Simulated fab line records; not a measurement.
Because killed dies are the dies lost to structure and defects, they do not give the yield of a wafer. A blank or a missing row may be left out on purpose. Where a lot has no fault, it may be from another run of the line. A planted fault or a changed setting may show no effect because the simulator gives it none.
Which of the tools did it? + flow rit_cmos + 6 lots with 18 wafers sampled at 2 steps, on a route of 202 steps

== WHAT THE GAUGES SHOWED, per wafer ==
RIT_SILICIDE_RS_MEAS_02: a four-point-probe measurement.
| lot  | measured    | on            | SILICIDE_TI_RS (ohm/sq) |
|------|-------------|---------------|-------------------------|
| L471 | day 4 03:23 | film_metro-04 | 48.1 47.6 46.3          |
| L473 | day 4 21:30 | film_metro-03 | 40.3 48.4 48.3          |
| L482 | day 6 18:44 | film_metro-03 | 48.6 47.0 48.7          |
| L488 | day 7 07:54 | film_metro-01 | 49.1 47.0 47.7          |
| L490 | day 7 16:44 | film_metro-04 | 48.3 46.6 47.6          |
| L492 | day 8 00:08 | film_metro-04 | 48.0 47.6 47.7          |

== WHICH TOOL RAN EACH LOT (tool, then ch and the chambers of the sampled wafers, then the start) ==
| lot  | RIT_SILICIDE_SPUTTER_01     |
|------|-----------------------------|
| L471 | pvd_sputter-01, day 4 03:13 |
| L473 | pvd_sputter-01, day 4 21:19 |
| L482 | pvd_sputter-04, day 6 18:34 |
| L488 | pvd_sputter-04, day 7 07:43 |
| L490 | pvd_sputter-04, day 7 16:31 |
| L492 | pvd_sputter-01, day 7 23:56 |
- RIT_SILICIDE_SPUTTER_01: material Ti, target thk 30 nm, time 240 s.

== THE ANSWER, worked out from the rows above alone ==
Rule: the usual values come from the lots themselves. Put in order of their means at a reading, lots are off if they are a third of the lots or fewer, leave a main group of 4 or more, and stand apart from it by a gap of 3 or more times the standard deviation of the main group's means; of several such gaps the widest counts. The tables above print the reading to a certain number of digits; a main group whose means all agree to those digits is not used. A lot without any number at a reading at which 4 lots or more have one is off too. All remaining lots with rows at the step are treated as sound.
Off: L473, at RIT_SILICIDE_RS_MEAS_02 (SILICIDE_TI_RS). The main group has a mean of 47.7 ohm/sq with a standard deviation of 0.28.
A tool fits if, at a process step before that reading, it ran every lot that is off, and no sound lot after the first of them. Gauges at RIT_SILICIDE_RS_MEAS_02: tried the same way as those tools. None of those tried fits.

== WHAT WAS PUT IN BY THE SIMULATOR ==
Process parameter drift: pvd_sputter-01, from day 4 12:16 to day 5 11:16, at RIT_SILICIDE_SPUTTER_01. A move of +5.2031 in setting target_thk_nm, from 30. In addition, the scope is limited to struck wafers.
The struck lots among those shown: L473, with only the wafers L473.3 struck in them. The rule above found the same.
